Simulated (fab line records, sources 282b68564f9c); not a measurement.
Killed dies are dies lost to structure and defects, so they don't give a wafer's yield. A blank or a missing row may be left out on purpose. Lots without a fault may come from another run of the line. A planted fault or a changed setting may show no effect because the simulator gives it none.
Problem report in the 8D (eight disciplines) form, filled by code | flow rit_cmos | the parts of the form that need people (team, actions taken, sign-off) are left out

1. THE PROBLEM
run_length_s at RIT_FOX2_WET_ETCH_03 reads a mean of 4345 s on 3 wafers of 1 lot; wafers without a fault read 2728 s with a standard deviation of 3.8. That is +99 or more standard deviations from the usual mean.
The step: etches Si3N4 in H3PO4, target depth 195 nm, time 2700 s.
First seen on wafer L466.2, day 5 09:21, on wet_bench-02. The record holds 39 wafers of 13 lots with a number at this step. Rule for "out", or "out of limits": more than 4 standard deviations from the usual mean. The other wafers with a number count as sound.

2. WHAT IT IS AND WHAT IT IS NOT
question                    | is                     | is not
which readings at this step | run_length_s           | bath_heat_duty_pct
which lots                  | L466                   | L450, L452, L455, L456, L460, L461, L462, L463, L464, L471, L472, L473
which wafers of those lots  | all that have a number | -
read on which tools         | wet_bench-02           | wet_bench-01, wet_bench-04
when                        | from day 5 09:21       | up to then (27 sound wafers); but 9 sound wafers of L471, L472, L473 came after

3. SUSPECTS, AND WHAT RULES EACH OUT
Counting: a tool at a process step up to the reading stays a suspect if it ran every lot that is out and no sound lot after the first of them.
- wet_bench-02 at RIT_FOX2_WET_ETCH_03 (etches Si3N4 in H3PO4, target depth 195 nm, time 2700 s): ruled out as a lasting fault. Sound lots L472 ran on it after its first lot that is out, L466 (day 5 09:21).
Left after counting: nothing in the record.

4. THE CAUSE (what the simulator had put in)
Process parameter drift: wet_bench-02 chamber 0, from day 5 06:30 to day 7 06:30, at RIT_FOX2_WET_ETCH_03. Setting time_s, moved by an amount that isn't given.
Counting ruled it out, wrongly.

5. THE CHAIN OF EFFECTS, in route order
Each row: a reading whose mean over the struck wafers that have a number lies more than 3 standard deviations from the usual. Only readings for which the record gives a usual standard deviation are gone through. hours: the time from each lot's start at the first step in this table that gives one to its start at this step, as a median over the lots. sigmas: the change in usual standard deviations.
hours | step                 | reading      | usual  | on struck wafers | change | sigmas
0     | RIT_FOX2_WET_ETCH_03 | run_length_s | 2728 s | 4345             | +1617  | +99 or more
The process steps in it:
- RIT_FOX2_WET_ETCH_03: etches Si3N4 in H3PO4, target depth 195 nm, time 2700 s.

6. WHAT WOULD HAVE CAUGHT IT SOONER
In this record the first reading out of limits was taken at day 5 09:21, 3 hours after the fault began at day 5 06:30.
